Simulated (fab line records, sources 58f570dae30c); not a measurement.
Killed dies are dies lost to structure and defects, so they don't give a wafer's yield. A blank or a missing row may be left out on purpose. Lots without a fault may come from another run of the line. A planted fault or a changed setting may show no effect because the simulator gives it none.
One fault seen from 2 desks | flow berkeley_cmos170 | each desk has only its own numbers; what lay behind them comes last

THE TOOL OWNER'S DESK: implanter-03
The tool's own readings at UCB170_PVT_IMPLANT_07: means of the sampled wafers that have a number, for each lot that ran on this tool. A lot is out of limits, marked OUT, if its mean lies more than 4 standard deviations from the usual mean; the brackets give that distance.
Columns: A = dose_ions_cm2 at UCB170_PVT_IMPLANT_07, usual 2.0001e+12; B = faraday_current_uA at UCB170_PVT_IMPLANT_07, usual 6.34
lot  | first seen here | A                            | B
L290 | day 6 05:02     | 1.9985e+12                   | 6.38
L297 | day 7 10:37     | 1.3666e+12 (-99 or more) OUT | 4.24 (-16) OUT
L295 | day 7 10:54     | 1.3660e+12 (-99 or more) OUT | 4.33 (-15) OUT
L298 | day 8 05:11     | 1.3662e+12 (-99 or more) OUT | 4.40 (-15) OUT
This desk's finding: out of limits on L295, L297, L298; first on L297, day 7 10:37 (dose_ions_cm2 at UCB170_PVT_IMPLANT_07). In limits: L290.

THE METROLOGY DESK
What the gauges read, lot by lot, whatever tool the lot ran on: means of the sampled wafers that have a number. A lot is out of limits, marked OUT, if its mean lies more than 4 standard deviations from the usual mean; the brackets give that distance.
Columns: A = FIELD_OXIDE_LEFT_1_THK at UCB170_FIELD_THK_MEAS_90, usual 443 nm; B = PVT_TW at UCB170_PVT_TW_MEAS_09, usual 505.7; C = GATE_OXIDE_THK at UCB170_GATE_THK_MEAS_02, usual 6.64 nm
lot  | first seen here | A   | B               | C
L287 | day 4 21:19     | 430 | 503.2           | 6.80
L288 | day 5 03:13     | 425 | 509.6           | 6.61
L289 | day 5 03:22     | 437 | 509.3           | 6.38
L290 | day 5 03:23     | 432 | 507.0           | 6.59
L295 | day 6 22:21     | 458 | 450.0 (-19) OUT | 6.59
L297 | day 6 22:21     | 437 | 448.3 (-19) OUT | 6.61
L298 | day 7 11:43     | 451 | 452.1 (-18) OUT | 6.72
L300 | day 7 11:43     | 463 | 504.0           | 6.60
L301 | day 7 11:43     | 440 | 502.5           | 6.80
L299 | day 7 11:47     | 438 | 501.7           | 6.75
L302 | day 7 21:44     | 443 | 503.1           | 6.69
L304 | day 9 02:46     | 454 | 504.0           | 6.66
L307 | day 9 02:46     | 449 | 507.6           | 6.52
L305 | day 9 02:48     | 448 | 508.1           | 6.70
L310 | day 9 10:14     | 440 | 502.5           | 6.67
This desk's finding: out of limits on L295, L297, L298; first on L297, day 7 10:52 (PVT_TW at UCB170_PVT_TW_MEAS_09). In limits: L287, L288, L289, L290, L300, L301, L299, L302, L304, L307, L305, L310.

PUT TOGETHER
The tool owner's desk could have raised an alarm at day 7 10:37, on L295, L297, L298.
The metrology desk could have raised an alarm at day 7 10:52, on L295, L297, L298.
Of the lots named, all ran UCB170_PVT_IMPLANT_07 on implanter-03.

WHAT THE SIMULATOR HAD PUT IN
Process parameter drift: implanter-03, from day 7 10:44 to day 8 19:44, at UCB170_PVT_IMPLANT_07. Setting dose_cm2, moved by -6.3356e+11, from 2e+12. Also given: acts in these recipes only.
Lots struck among those shown: L295, L297, L298.
